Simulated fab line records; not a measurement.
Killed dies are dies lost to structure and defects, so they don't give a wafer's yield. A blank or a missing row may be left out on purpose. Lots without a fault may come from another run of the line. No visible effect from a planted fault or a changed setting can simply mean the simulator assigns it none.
fab line records    flow berkeley-cmos170
record: lots: 24  wafers: 72  last-day: 12
route steps=331 shown PLDD@152 NLDD@169 SPACER@171 CONTACT@233 M1@249 V1@256
lots with no fault: from the same line, run without faults
start-h: start of the lot's first displayed wafer, in hours after the record's first day    wait-h: time in hours since the lot's previous step    " repeats the value in the row above    L1.1+2: several wafers, shown together as one row    - no value present, or no start provided    * or withheld: withheld    < > ~ a bound
route shown NAME@n: NAME is a module with steps in the file, n the number in the route of the first one    usual: mean and standard deviation over wafers with no fault    same: alike in all rows    chamber/n: place in a boat    sites: readings site by site    _std_site: how widely they spread, as a standard deviation    _edge_site: outer sites' mean less inner sites'    radius-mm: for every site, how far away it sits from the centre of the wafer    mask NAME#n: copy n    behind: the most recent tool/chamber to have shaped the wafer    hold: what put the lot on hold/how long, in hours/how the hold closed    device: names the non-switching transistor (n, p or np)    end of line: at the end of the route, the tests of the same wafers    where a step has no rows: the recipe by itself    killed: at the first sort, the dies lost to defects and structure; wafer yield is something else    map: per-die view of a wafer (x killed, . not killed, _ where there is no die)
set.NAME: the setting that was run; set.NAME@STEP: the one run at that earlier step    model.NAME: the simulator's own value behind a step, which no gauge read
a sample of lots followed through the steps of the route, with each step as a table and each wafer as a row
services: when a tool's chamber went out of use (start-h, in hours from the record's first day, below 0 if earlier), for how many hours, and the reason
== steps ==
step: UCB170_PLDD_OVL_MEAS_07
usual: PLDD_OVL: 1/5.8
lot.wafer  tool        chamber  start-h  wait-h  PLDD_OVL[nm]
L074.2     overlay-02  -        129.12   0.1     6
L074.3     "           -        "        "       -3
L074.5     "           -        "        "       7
L076.1     overlay-02  -        139.06   0.1     4
L076.2     "           -        "        "       -1
L076.5     "           -        "        "       -1
L075.1     overlay-02  -        139.50   0.1     -2
L075.2     "           -        "        "       0
L075.5     "           -        "        "       0
L078.2     overlay-01  -        152.01   0.1     -3
L078.4     "           -        "        "       4
L078.6     "           -        "        "       2
L077.2     overlay-02  -        152.56   0.1     4
L077.5     "           -        "        "       4
L077.6     "           -        "        "       2
L080.3     overlay-01  -        153.89   0.1     5
L080.4     "           -        "        "       4
L080.6     "           -        "        "       3
L081.3     overlay-02  -        154.14   0.1     -10
L081.5     "           -        "        "       -7
L081.6     "           -        "        "       -9
L079.1     overlay-02  -        154.42   0.1     0
L079.3     "           -        "        "       3
L079.5     "           -        "        "       0
L082.2     overlay-01  -        165.99   0.1     -9
L082.4     "           -        "        "       -5
L082.5     "           -        "        "       -9
L086.1     overlay-02  -        181.49   0.1     7
L086.2     "           -        "        "       10
L086.6     "           -        "        "       3
L084.3     overlay-01  -        182.22   0.1     -6
L084.4     "           -        "        "       -9
L084.6     "           -        "        "       4
L085.1     overlay-01  -        182.58   0.1     8
L085.2     "           -        "        "       1
L085.5     "           -        "        "       8
L083.1     overlay-01  -        182.71   0.1     -1
L083.4     "           -        "        "       7
L083.5     "           -        "        "       -2
L087.2     overlay-02  -        189.85   0.1     12
L087.3     "           -        "        "       4
L087.5     "           -        "        "       -1
L089.1     overlay-01  -        198.61   0.1     1
L089.2     "           -        "        "       2
L089.4     "           -        "        "       2
L088.1     overlay-02  -        199.81   0.1     -3
L088.2     "           -        "        "       -2
L088.3     "           -        "        "       3
L091.3     overlay-02  -        207.23   0.1     -6
L091.4     "           -        "        "       4
L091.5     "           -        "        "       -4
L092.3     overlay-02  -        214.29   0.1     0
L092.4     "           -        "        "       3
L092.5     "           -        "        "       3
L094.1     overlay-01  -        214.63   0.1     3
L094.4     "           -        "        "       0
L094.6     "           -        "        "       2
L093.1     overlay-02  -        214.75   0.1     -9
L093.2     "           -        "        "       -8
L093.5     "           -        "        "       -5
L090.2     overlay-01  -        214.94   0.1     -2
L090.5     "           -        "        "       1
L090.6     "           -        "        "       -5
L095.1     overlay-02  -        222.26   0.1     6
L095.2     "           -        "        "       9
L095.3     "           -        "        "       6
L096.1     overlay-02  -        223.94   0.1     -6
L096.3     "           -        "        "       -10
L096.5     "           -        "        "       -5
L097.1     overlay-02  -        240.21   0.1     9
L097.2     "           -        "        "       10
L097.6     "           -        "        "       10
step: UCB170_NLDD_TW_MEAS_11
usual: NLDD_TW: 2216/39
lot.wafer  tool           chamber  start-h  wait-h  NLDD_TW
L074.2     film-metro-03  -        132.55   0.1     2191
L074.3     "              -        "        "       2184
L074.5     "              -        "        "       2191
L076.1     film-metro-03  -        142.05   0.1     2186
L076.2     "              -        "        "       2192
L076.5     "              -        "        "       2175
L075.1     film-metro-01  -        142.39   0.1     2252
L075.2     "              -        "        "       2255
L075.5     "              -        "        "       2251
L078.2     film-metro-04  -        154.20   0.1     2189
L078.4     "              -        "        "       2195
L078.6     "              -        "        "       2192
L077.2     film-metro-03  -        154.75   0.1     2201
L077.5     "              -        "        "       2191
L077.6     "              -        "        "       2209
L080.3     film-metro-01  -        156.32   0.1     2285
L080.4     "              -        "        "       2294
L080.6     "              -        "        "       2314
L081.3     film-metro-03  -        156.54   0.1     2207
L081.5     "              -        "        "       2200
L081.6     "              -        "        "       2207
L079.1     film-metro-04  -        156.80   0.1     2177
L079.3     "              -        "        "       2193
L079.5     "              -        "        "       2178
L082.2     film-metro-03  -        170.22   0.1     2189
L082.4     "              -        "        "       2187
L082.5     "              -        "        "       2191
L086.1     film-metro-04  -        183.82   0.1     2183
L086.2     "              -        "        "       2187
L086.6     "              -        "        "       2209
L084.3     film-metro-03  -        184.43   0.1     2173
L084.4     "              -        "        "       2191
L084.6     "              -        "        "       2195
L085.1     film-metro-04  -        184.77   0.1     2196
L085.2     "              -        "        "       2201
L085.5     "              -        "        "       2191
L083.1     film-metro-03  -        185.16   0.1     2180
L083.4     "              -        "        "       2176
L083.5     "              -        "        "       2182
L087.2     film-metro-01  -        192.69   0.1     2272
L087.3     "              -        "        "       2286
L087.5     "              -        "        "       2269
L089.1     film-metro-03  -        201.20   0.1     2194
L089.2     "              -        "        "       2186
L089.4     "              -        "        "       2180
L088.1     film-metro-03  -        203.01   0.1     2187
L088.2     "              -        "        "       2186
L088.3     "              -        "        "       2194
L091.3     film-metro-04  -        209.31   0.1     2205
L091.4     "              -        "        "       2204
L091.5     "              -        "        "       2206
L092.3     film-metro-04  -        217.84   0.1     2211
L092.4     "              -        "        "       2211
L092.5     "              -        "        "       2205
L094.1     film-metro-01  -        217.94   0.1     2287
L094.4     "              -        "        "       2267
L094.6     "              -        "        "       2282
L090.2     film-metro-03  -        218.65   0.1     2191
L090.5     "              -        "        "       2187
L090.6     "              -        "        "       2200
L093.1     film-metro-04  -        219.00   0.1     2203
L093.2     "              -        "        "       2194
L093.5     "              -        "        "       2202
L095.1     film-metro-01  -        224.98   0.1     2284
L095.2     "              -        "        "       2300
L095.3     "              -        "        "       2283
L096.1     film-metro-01  -        227.27   0.1     2281
L096.3     "              -        "        "       2289
L096.5     "              -        "        "       2290
L097.1     film-metro-03  -        242.28   0.1     2194
L097.2     "              -        "        "       2206
L097.6     "              -        "        "       2202
step: UCB170_SPACER_CVD_00
recipe: material: SiO2  target-thk-nm: 376  temp-c: 390  precursor: TEOS/O2  time-s: 47  rf-w: 550  pressure-mtorr: 9000
usual: heater-power-w: 284/53  rf-fwd-power-W: 544.0/2.4
lot.wafer  tool      chamber  start-h  wait-h  heater-power-w  rf-fwd-power-W
L074.2     pecvd-03  2        132.79   0.0     273             547.1
L074.3     "         0        "        "       245             544.1
L074.5     "         0        "        "       267             544.8
L076.1     pecvd-01  1        142.43   0.0     284             544.9
L076.2     "         0        "        "       278             546.0
L076.5     "         1        "        "       295             540.9
L075.1     pecvd-04  2        142.78   0.0     275             547.7
L075.2     "         1        "        "       408             541.4
L075.5     "         2        "        "       290             544.5
L078.2     pecvd-04  1        154.43   0.0     400             542.4
L078.4     "         2        "        "       302             545.3
L078.6     "         1        "        "       419             540.4
L077.2     pecvd-04  1        154.98   0.0     442             539.2
L077.5     "         2        "        "       344             546.9
L077.6     "         0        "        "       235             546.0
L080.3     pecvd-04  1        156.54   0.0     351             540.0
L080.4     "         1        "        "       380             540.3
L080.6     "         0        "        "       255             542.9
L081.3     pecvd-04  2        156.76   0.0     361             546.4
L081.5     "         0        "        "       288             544.8
L081.6     "         2        "        "       361             548.6
L079.1     pecvd-01  2        157.04   0.0     216             544.9
L079.3     "         0        "        "       231             545.3
L079.5     "         1        "        "       300             541.0
L082.2     pecvd-03  1        170.44   0.0     295             541.7
L082.4     "         2        "        "       197             543.9
L082.5     "         1        "        "       303             541.5
L086.1     pecvd-01  2        184.05   0.0     260             540.6
L086.2     "         0        "        "       271             544.6
L086.6     "         1        "        "       276             543.5
L084.3     pecvd-04  0        184.73   0.0     283             544.5
L084.4     "         2        "        "       328             546.7
L084.6     "         0        "        "       282             542.9
L085.1     pecvd-03  2        185.01   0.0     261             545.4
L085.2     "         1        "        "       221             544.9
L085.5     "         0        "        "       306             543.4
L083.1     pecvd-01  1        185.40   0.0     284             542.5
L083.4     "         2        "        "       216             542.6
L083.5     "         0        "        "       272             545.0
L087.2     pecvd-03  1        192.95   0.0     273             542.6
L087.3     "         0        "        "       269             544.0
L087.5     "         2        "        "       267             545.4
L089.1     pecvd-01  0        201.60   0.0     290             544.7
L089.2     "         1        "        "       295             550.1
L089.4     "         0        "        "       214             543.3
L088.1     pecvd-03  2        203.39   0.0     214             550.2
L088.2     "         0        "        "       268             547.0
L088.3     "         1        "        "       234             540.3
L091.3     pecvd-01  2        209.53   0.0     249             543.3
L091.4     "         0        "        "       273             547.3
L091.5     "         2        "        "       252             545.2
L092.3     pecvd-03  1        218.18   0.0     294             544.0
L092.4     "         0        "        "       239             545.2
L092.5     "         2        "        "       221             543.0
L094.1     pecvd-01  2        218.18   0.0     225             543.7
L094.4     "         1        "        "       296             544.7
L094.6     "         0        "        "       301             543.7
L090.2     pecvd-03  2        218.97   0.0     242             545.0
L090.5     "         0        "        "       302             543.8
L090.6     "         1        "        "       258             545.0
L093.1     pecvd-01  1        219.23   0.0     229             545.6
L093.2     "         2        "        "       272             541.9
L093.5     "         1        "        "       244             543.4
L095.1     pecvd-01  0        225.39   0.0     261             545.1
L095.2     "         2        "        "       268             546.2
L095.3     "         1        "        "       212             544.7
L096.1     pecvd-03  0        227.79   0.0     255             541.4
L096.3     "         1        "        "       236             543.6
L096.5     "         0        "        "       267             544.0
L097.1     pecvd-04  2        244.90   0.0     305             543.7
L097.2     "         0        "        "       247             547.7
L097.6     "         2        "        "       318             542.5
step: UCB170_CONTACT_ETCH_17
recipe: chemistry: N2/H2  target-depth-a: withheld  overetch-a: withheld  target: BARC  time-s: withheld  source-w: 500  bias-w: 100  pressure-mtorr: 30  n2-flow-sccm: 100  h2-flow-sccm: 200
usual: drypump-motor-current-A: 5.90/0.3  oes-product-au: 1.006/0.019  rf-fwd-power-W: 494.2/2.4  throttle-valve-pct: 13.42/0.15
lot.wafer  tool         chamber  start-h  wait-h  drypump-motor-current-A  oes-product-au  rf-fwd-power-W  throttle-valve-pct
L074.2     rie-diel-02  3        147.81   0.0     5.64                     1.020           494.8           13.17
L074.3     "            1        "        "       5.63                     0.986           495.0           13.39
L074.5     "            2        "        "       6.10                     0.997           489.7           13.24
L076.1     rie-diel-01  1        157.54   0.0     5.57                     0.999           498.4           13.49
L076.2     "            3        "        "       5.04                     1.036           497.0           13.04
L076.5     "            2        "        "       6.43                     1.004           495.8           13.58
L075.1     rie-diel-04  1        158.59   0.0     5.84                     1.005           495.9           13.62
L075.2     "            0        "        "       5.66                     0.975           491.2           13.49
L075.5     "            3        "        "       5.87                     1.044           491.9           13.50
L079.1     rie-diel-01  1        175.69   0.0     5.57                     1.004           494.7           13.50
L079.3     "            0        "        "       6.00                     1.025           492.6           13.40
L079.5     "            1        "        "       5.57                     1.012           493.3           13.49
L077.2     rie-diel-02  1        175.90   0.0     5.62                     0.981           496.5           13.38
L077.5     "            3        "        "       5.64                     1.010           489.0           13.17
L077.6     "            1        "        "       5.62                     0.982           498.3           13.38
L078.2     rie-diel-04  2        175.93   0.0     6.18                     1.000           493.1           13.39
L078.4     "            3        "        "       5.89                     1.035           494.3           13.51
L078.6     "            2        "        "       6.20                     1.007           492.8           13.37
L080.3     rie-diel-01  0        176.02   0.0     6.00                     1.030           492.6           13.39
L080.4     "            0        "        "       5.99                     1.023           491.9           13.41
L080.6     "            2        "        "       6.41                     1.018           496.6           13.58
L081.3     rie-diel-02  3        176.25   0.0     5.64                     1.020           490.8           13.16
L081.5     "            0        "        "       6.13                     1.003           498.2           13.57
L081.6     "            3        "        "       5.64                     1.016           492.2           13.15
L082.2     rie-diel-02  0        188.69   0.0     6.15                     1.002           497.4           13.55
L082.4     "            2        "        "       6.10                     0.983           491.4           13.23
L082.5     "            3        "        "       5.67                     1.017           490.4           13.16
L086.1     rie-diel-02  0        200.68   0.0     6.12                     1.007           497.7           13.57
L086.2     "            3        "        "       5.66                     1.023           492.6           13.17
L086.6     "            0        "        "       6.11                     0.999           496.9           13.54
L085.1     rie-diel-02  3        203.10   0.0     5.64                     1.017           492.9           13.17
L085.2     "            2        "        "       6.09                     0.986           494.7           13.23
L085.5     "            0        "        "       6.14                     1.002           495.7           13.57
L084.3     rie-diel-01  2        203.22   0.0     6.44                     1.014           494.0           13.59
L084.4     "            3        "        "       5.00                     1.028           497.9           13.04
L084.6     "            1        "        "       5.58                     1.006           492.8           13.52
L083.1     rie-diel-02  3        203.34   0.0     5.66                     1.010           495.1           13.19
L083.4     "            2        "        "       6.11                     0.978           490.1           13.21
L083.5     "            3        "        "       5.66                     1.003           493.7           13.16
L087.2     rie-diel-04  2        209.43   0.0     6.18                     0.999           493.2           13.40
L087.3     "            3        "        "       5.90                     1.050           492.9           13.49
L087.5     "            2        "        "       6.17                     1.002           494.0           13.38
L088.1     rie-diel-02  1        216.34   0.0     5.62                     0.980           495.1           13.39
L088.2     "            2        "        "       6.11                     0.995           492.2           13.23
L088.3     "            0        "        "       6.14                     1.005           498.2           13.55
L089.1     rie-diel-04  0        217.96   0.0     5.69                     0.995           492.5           13.49
L089.2     "            3        "        "       5.86                     1.059           494.0           13.50
L089.4     "            1        "        "       5.83                     1.001           495.7           13.64
L091.3     rie-diel-04  0        226.59   0.0     5.68                     0.989           494.4           13.49
L091.4     "            3        "        "       5.87                     1.052           494.2           13.49
L091.5     "            1        "        "       5.83                     0.992           496.3           13.63
L094.1     rie-diel-01  0        232.54   0.0     6.02                     1.019           493.4           13.39
L094.4     "            0        "        "       6.01                     1.029           493.4           13.41
L094.6     "            1        "        "       5.58                     1.008           495.0           13.50
L092.3     rie-diel-04  3        234.73   0.0     5.85                     1.048           493.5           13.50
L092.4     "            0        "        "       5.70                     0.991           493.3           13.48
L092.5     "            3        "        "       5.90                     1.036           493.5           13.49
L093.1     rie-diel-01  2        234.97   0.0     6.42                     1.000           496.6           13.57
L093.2     "            1        "        "       5.55                     1.005           495.8           13.49
L093.5     "            2        "        "       6.42                     1.003           496.9           13.59
L090.2     rie-diel-02  2        235.27   0.0     6.08                     1.004           490.5           13.22
L090.5     "            0        "        "       6.14                     0.999           498.0           13.53
L090.6     "            1        "        "       5.62                     0.986           495.1           13.38
L095.1     rie-diel-01  0        244.33   0.0     6.02                     1.016           491.8           13.41
L095.2     "            2        "        "       6.43                     0.996           495.9           13.58
L095.3     "            1        "        "       5.58                     1.006           492.7           13.50
L096.1     rie-diel-02  2        244.69   0.0     6.12                     0.991           487.8           13.21
L096.3     "            1        "        "       5.62                     0.975           498.2           13.37
L096.5     "            0        "        "       6.13                     1.001           493.5           13.56
L097.1     rie-diel-04  1        259.14   0.0     5.83                     1.002           495.3           13.62
L097.2     "            0        "        "       5.67                     0.991           495.4           13.49
L097.6     "            0        "        "       5.67                     0.989           494.1           13.48
step: UCB170_M1_ETCH_11
recipe: chemistry: N2/H2  target-depth-a: withheld  overetch-a: withheld  target: BARC  time-s: withheld  source-w: 500  bias-w: 100  pressure-mtorr: 30  n2-flow-sccm: 100  h2-flow-sccm: 200
usual: drypump-motor-current-A: 5.7/0.39  oes-product-au: 1.005/0.021  rf-fwd-power-W: 494.9/1.6  throttle-valve-pct: 13.43/0.15
lot.wafer  tool         chamber  start-h  wait-h  drypump-motor-current-A  oes-product-au  rf-fwd-power-W  throttle-valve-pct
L074.2     rie-diel-03  0        150.23   0.0     5.0                      0.996           496.1           13.20
L074.3     "            1        "        "       5.7                      0.984           494.9           13.32
L074.5     "            1        "        "       5.7                      0.986           492.1           13.33
L076.1     rie-diel-03  2        159.46   0.0     5.8                      0.986           498.7           13.49
L076.2     "            3        "        "       5.6                      1.000           497.2           13.57
L076.5     "            1        "        "       5.7                      0.978           495.3           13.31
L075.1     rie-diel-01  2        160.55   0.0     6.4                      1.014           496.1           13.60
L075.2     "            1        "        "       5.6                      1.005           495.6           13.50
L075.5     "            1        "        "       5.6                      1.009           494.8           13.49
L079.1     rie-diel-04  1        178.21   0.0     5.9                      0.993           495.8           13.63
L079.3     "            0        "        "       5.7                      0.970           495.1           13.49
L079.5     "            1        "        "       5.9                      0.994           497.3           13.63
L077.2     rie-diel-03  3        178.45   0.0     5.5                      0.983           494.9           13.58
L077.5     "            3        "        "       5.5                      0.990           495.5           13.58
L077.6     "            2        "        "       5.8                      0.986           497.4           13.50
L078.2     rie-diel-04  1        178.77   0.0     5.9                      0.989           492.4           13.62
L078.4     "            3        "        "       5.9                      1.041           496.3           13.49
L078.6     "            1        "        "       5.8                      0.993           492.6           13.64
L080.3     rie-diel-01  0        179.32   0.0     6.0                      1.019           495.3           13.41
L080.4     "            1        "        "       5.6                      1.009           496.1           13.50
L080.6     "            2        "        "       6.4                      1.017           497.9           13.59
L081.3     rie-diel-03  3        179.44   0.0     5.5                      1.000           496.4           13.56
L081.5     "            1        "        "       5.7                      0.989           495.1           13.32
L081.6     "            0        "        "       5.1                      1.009           494.1           13.19
L082.2     rie-diel-03  1        190.98   0.0     5.7                      0.995           493.5           13.33
L082.4     "            0        "        "       5.0                      1.004           493.0           13.20
L082.5     "            1        "        "       5.6                      0.985           496.4           13.32
L086.1     rie-diel-04  3        202.98   0.0     5.9                      1.051           494.2           13.50
L086.2     "            0        "        "       5.7                      0.978           494.2           13.48
L086.6     "            0        "        "       5.7                      0.980           493.5           13.47
L085.1     rie-diel-01  3        205.11   0.0     5.0                      1.039           493.6           13.03
L085.2     "            0        "        "       6.0                      1.032           494.2           13.40
L085.5     "            0        "        "       6.0                      1.033           493.8           13.40
L084.3     rie-diel-03  3        205.35   0.0     5.5                      1.000           493.7           13.57
L084.4     "            2        "        "       5.8                      0.990           496.8           13.50
L084.6     "            1        "        "       5.7                      0.991           493.5           13.32
L083.1     rie-diel-04  3        205.47   0.0     6.0                      1.055           495.0           13.49
L083.4     "            3        "        "       5.9                      1.058           493.8           13.48
L083.5     "            2        "        "       6.2                      0.991           493.6           13.40
L087.2     rie-diel-01  3        211.70   0.0     5.0                      1.030           496.9           13.03
L087.3     "            2        "        "       6.4                      1.012           497.6           13.59
L087.5     "            2        "        "       6.5                      1.020           495.1           13.59
L088.1     rie-diel-01  0        219.36   0.0     6.0                      1.034           491.4           13.40
L088.2     "            1        "        "       5.6                      1.020           495.5           13.49
L088.3     "            2        "        "       6.4                      1.020           495.4           13.58
L089.1     rie-diel-04  0        220.83   0.0     5.7                      0.989           493.5           13.48
L089.2     "            1        "        "       5.9                      0.989           496.2           13.64
L089.4     "            3        "        "       5.9                      1.047           495.1           13.50
L091.3     rie-diel-03  1        228.95   0.0     5.7                      0.991           494.6           13.31
L091.4     "            0        "        "       5.1                      1.004           494.2           13.20
L091.5     "            3        "        "       5.6                      0.990           498.2           13.57
L094.1     rie-diel-03  0        234.85   0.0     5.0                      1.006           492.6           13.20
L094.4     "            1        "        "       5.7                      0.984           493.4           13.33
L094.6     "            0        "        "       5.1                      1.004           496.2           13.21
L092.3     rie-diel-04  3        236.65   0.0     5.8                      1.051           495.0           13.50
L092.4     "            1        "        "       5.8                      1.012           496.8           13.63
L092.5     "            1        "        "       5.8                      1.006           497.4           13.63
L093.1     rie-diel-01  0        237.01   0.0     6.0                      1.030           495.0           13.41
L093.2     "            2        "        "       6.4                      1.008           497.2           13.59
L093.5     "            1        "        "       5.6                      1.016           494.6           13.52
L090.2     rie-diel-03  1        237.40   0.0     5.7                      0.991           494.5           13.33
L090.5     "            3        "        "       5.5                      0.994           495.5           13.58
L090.6     "            0        "        "       5.1                      0.993           494.5           13.19
L095.1     rie-diel-01  0        248.15   0.0     6.0                      1.034           494.0           13.40
L095.2     "            1        "        "       5.6                      1.018           493.7           13.49
L095.3     "            3        "        "       5.0                      1.033           495.6           13.03
L096.1     rie-diel-04  3        248.39   0.0     5.8                      1.040           495.7           13.51
L096.3     "            0        "        "       5.7                      0.982           495.3           13.49
L096.5     "            1        "        "       5.8                      0.999           495.2           13.61
L097.1     rie-diel-04  2        261.69   0.0     6.2                      0.996           493.0           13.38
L097.2     "            3        "        "       5.9                      1.052           496.3           13.48
L097.6     "            1        "        "       5.8                      0.993           495.5           13.61
step: UCB170_V1_CMP_02
recipe: material: SiO2  down-force-psi: 6  platen-rpm: 60  pad-velocity-m-s: 0.75398
usual: motor-current-A: 16.8/2.2  platen-rpm: 60.00/0.044
lot.wafer  tool    chamber  start-h  wait-h  motor-current-A  platen-rpm
L074.2     cmp-02  2        153.68   0.0     14.1             59.92
L074.3     "       1        "        "       16.8             59.98
L074.5     "       3        "        "       16.4             59.97
L076.1     cmp-01  1        163.70   0.1     14.3             59.99
L076.2     "       0        "        "       17.6             59.90
L076.5     "       1        "        "       13.6             59.98
L075.2     cmp-02  3        163.86   0.0     15.7             60.02
L075.1     "       0        "        "       21.0             59.92
L075.5     "       0        "        "       21.7             59.98
L079.3     cmp-01  1        181.09   0.1     14.5             60.04
L079.1     "       2        "        "       15.0             59.99
L079.5     "       0        "        "       16.6             60.11
L077.2     cmp-02  1        181.14   0.1     17.5             60.02
L077.6     "       3        "        "       15.8             59.97
L077.5     "       0        "        "       21.5             60.03
L078.4     cmp-01  1        181.44   0.4     14.6             60.03
L078.2     "       2        "        "       15.2             60.03
L078.6     "       0        "        "       17.4             60.06
L081.3     cmp-01  1        183.74   0.1     14.2             59.97
L081.5     "       0        "        "       16.5             59.98
L081.6     "       1        "        "       13.8             59.98
L080.3     cmp-02  1        183.79   0.1     17.7             59.98
L080.4     "       2        "        "       15.1             59.93
L080.6     "       3        "        "       16.7             60.04
L082.4     cmp-02  3        195.08   0.0     16.4             60.05
L082.2     "       2        "        "       15.2             60.02
L082.5     "       0        "        "       21.7             59.98
L086.2     cmp-02  0        210.01   0.0     20.5             60.03
L086.1     "       2        "        "       15.0             59.99
L086.6     "       1        "        "       17.5             59.98
L085.2     cmp-02  1        210.31   0.3     17.7             59.97
L085.1     "       3        "        "       16.3             60.02
L085.5     "       1        "        "       16.6             59.94
L084.3     cmp-01  0        210.46   0.5     17.9             59.99
L084.4     "       1        "        "       13.9             60.00
L084.6     "       1        "        "       14.4             59.91
L083.4     cmp-02  0        210.66   0.5     21.4             59.89
L083.1     "       1        "        "       16.6             59.94
L083.5     "       0        "        "       21.3             59.96
L087.2     cmp-01  3        215.03   0.0     15.7             59.98
L087.3     "       2        "        "       15.5             60.04
L087.5     "       0        "        "       17.0             59.95
L088.3     cmp-02  3        224.33   0.1     16.1             59.99
L088.2     "       0        "        "       20.5             60.04
L088.1     "       1        "        "       16.1             60.02
L089.2     cmp-02  0        224.58   0.3     20.6             60.01
L089.4     "       1        "        "       17.4             59.99
L089.1     "       3        "        "       15.6             60.04
L091.4     cmp-02  3        236.00   1.7     16.4             60.01
L091.3     "       1        "        "       16.1             59.97
L091.5     "       3        "        "       16.5             59.97
L094.4     cmp-02  2        240.13   0.1     14.2             60.01
L094.1     "       3        "        "       16.1             60.06
L094.6     "       2        "        "       14.1             59.99
L092.4     cmp-02  3        240.38   0.3     15.5             60.04
L092.3     "       2        "        "       15.2             60.15
L092.5     "       0        "        "       21.4             59.92
L093.2     cmp-02  1        240.68   0.6     18.4             60.02
L093.1     "       3        "        "       16.7             60.09
L093.5     "       2        "        "       14.6             59.96
L090.2     cmp-02  0        241.08   0.9     21.9             59.98
L090.6     "       2        "        "       15.6             59.97
L090.5     "       3        "        "       16.2             60.01
L095.2     cmp-02  0        252.14   0.0     20.1             59.99
L095.1     "       2        "        "       14.7             60.08
L095.3     "       3        "        "       16.5             59.97
L096.3     cmp-01  2        252.19   0.1     15.2             60.01
L096.1     "       0        "        "       18.5             59.95
L096.5     "       2        "        "       15.1             60.07
L097.2     cmp-01  0        263.90   0.0     17.7             60.03
L097.1     "       1        "        "       14.6             60.03
L097.6     "       0        "        "       17.5             60.04
== services ==
tool         chamber  start-h  hours  kind
rie-diel-03  3        122.07   18.9   repair
cmp-01       -        123.06   3.4    repair
pecvd-03     -        135.50   14.0   pm
pecvd-03     -        149.50   14.6   pm
pecvd-01     -        150.91   6.0    pm
cmp-02       -        151.57   1.2    repair
rie-diel-03  1        153.25   4.5    repair
rie-diel-01  3        171.07   14.4   repair
pecvd-01     1        174.44   2.2    repair
rie-diel-01  2        195.64   4.6    repair
rie-diel-04  3        201.22   1.5    repair
rie-diel-04  1        202.19   10.0   repair
cmp-02       -        207.39   2.1    repair
rie-diel-03  0        213.47   9.2    repair
cmp-01       -        215.56   10.7   pm
rie-diel-01  -        220.96   2.8    pm
rie-diel-02  3        225.44   14.4   repair
cmp-01       -        226.29   17.7   pm
cmp-02       -        232.00   4.0    pm
rie-diel-01  -        232.77   1.1    repair
rie-diel-02  2        236.87   5.0    repair
rie-diel-03  1        240.42   5.2    repair
pecvd-01     -        242.50   14.0   pm
rie-diel-04  2        244.57   6.6    repair
== key ==
fault none
